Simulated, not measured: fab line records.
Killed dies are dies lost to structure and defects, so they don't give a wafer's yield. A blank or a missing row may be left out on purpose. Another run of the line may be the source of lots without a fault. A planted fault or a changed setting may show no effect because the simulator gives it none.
Problem report, 8D (eight disciplines) form, completed by code | flow berkeleyCmos170 | the parts of the form that need people (team, actions taken, sign-off) are left out

== 1. THE ISSUE ==
killed_at_M0_to_M3 at UCB170_M3_PROBE_99 reads a mean of 18.9 on 7 wafers of 3 lots; wafers without a fault read 0.9 with a standard deviation of 0.96. That is +19 standard deviations from the usual mean.
First seen on wafer L221.3, day 9 22:29, on prober-01. The record has a number at this step for 32 wafers belonging to 14 lots. The rule behind "out" and "out of limits": a value lying over 4 standard deviations away from the usual mean. The other wafers with a number count as sound.

== 2. WHAT IT IS, WHAT IT ISN'T ==
question                    | is                     | is not
which readings at this step | killed_at_M0_to_M3     | killedOpen, killedShort
which lots                  | L221, L223, L227       | L212, L213, L214, L215, L216, L217, L218, L230, L231, L234, L235
which wafers of those lots  | all that have a number | -
read on which tools         | prober-01, prober-02   | -
when                        | from day 9 22:29       | up to then (18 sound wafers); but 7 sound wafers of L230, L231, L234, L235 came after

== 3. WHAT RULES OUT EACH SUSPECT ==
Counting: any tool at a process step up to the reading is kept as a suspect provided that every lot that is out went through it and no sound lot did after the first of them.
- rieDiel-03 at UCB170_M1_ETCH_11 (etches BARC in N2/H2): kept. It ran every lot that is out, first L221 (day 9 02:52), and no sound lot after that; its last sound lot up to then is L217 (day 7 13:40).
- plasmaAsher-02 at UCB170_M3_STRIP_07 (strips in O2): ruled out as a lasting fault. After its first lot that is out, L221 (day 9 20:13), sound lots L230, L235 ran on it.
After counting, what remains is rieDiel-03 at UCB170_M1_ETCH_11.

== 4. THE CAUSE (what the simulator had put in) ==
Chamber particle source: rieDiel-03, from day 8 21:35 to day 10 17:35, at UCB170_M1_ETCH_11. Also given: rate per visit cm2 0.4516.
This tool alone remained once counting was done.

== 5. SEQUENCE OF EFFECTS, ordered by route ==
One row per reading whose mean, taken over the struck wafers that have a number, lies over 3 standard deviations from the usual. Readings are gone through only where the record gives a usual standard deviation; hours: the median, over the lots, of the time from a lot's start at the first step in this table giving one to that lot's start at this step; sigmas: the change measured in usual standard deviations.
hours | step               | reading              | usual  | on struck wafers | change | sigmas
0     | UCB170_M3_PROBE_99 | defectLimitedYield   | 98.2 % | 91.0             | -7.2   | -6.6
0     | UCB170_M3_PROBE_99 | killed_at_M0_to_M3   | 0.9    | 18.9             | +18.0  | +19
0     | UCB170_M3_PROBE_99 | killedDies           | 4.8    | 23.9             | +19.1  | +6.4
0     | UCB170_M3_PROBE_99 | killedOnRim          | 1.8    | 8.6              | +6.8   | +3.2
0     | UCB170_M3_PROBE_99 | sort_bin_3_pad_short | 0.1 %  | 1.1              | +1.0   | +5.2
0     | UCB170_M3_PROBE_99 | sort_bin_5_function  | 1.3 %  | 6.1              | +4.8   | +4.8
0     | UCB170_M3_PROBE_99 | sort_bin_6_memory    | 0.4 %  | 1.8              | +1.4   | +3.5
0     | UCB170_M3_PROBE_99 | sortNPass            | 259.2  | 240.1            | -19.1  | -6.4
0     | UCB170_M3_PROBE_99 | sortYieldPct         | 98.2 % | 91.0             | -7.2   | -6.6
Its process steps:
- UCB170_M3_PROBE_99

== 6. HOW IT WOULD HAVE BEEN CAUGHT EARLIER ==
The fault began at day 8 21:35; the first out-of-limits reading in this record came at day 9 22:29, 25 hours later.
Tool readings at UCB170_M1_ETCH_11 with a usual standard deviation given in the record: none out on any struck wafer, hence no alarm at a limit of 4 standard deviations on them.
Lots out: 3; of these, L227 started UCB170_M1_ETCH_11 on rieDiel-03 after day 9 22:29. It would have been spared by a hold on the tool at that moment.
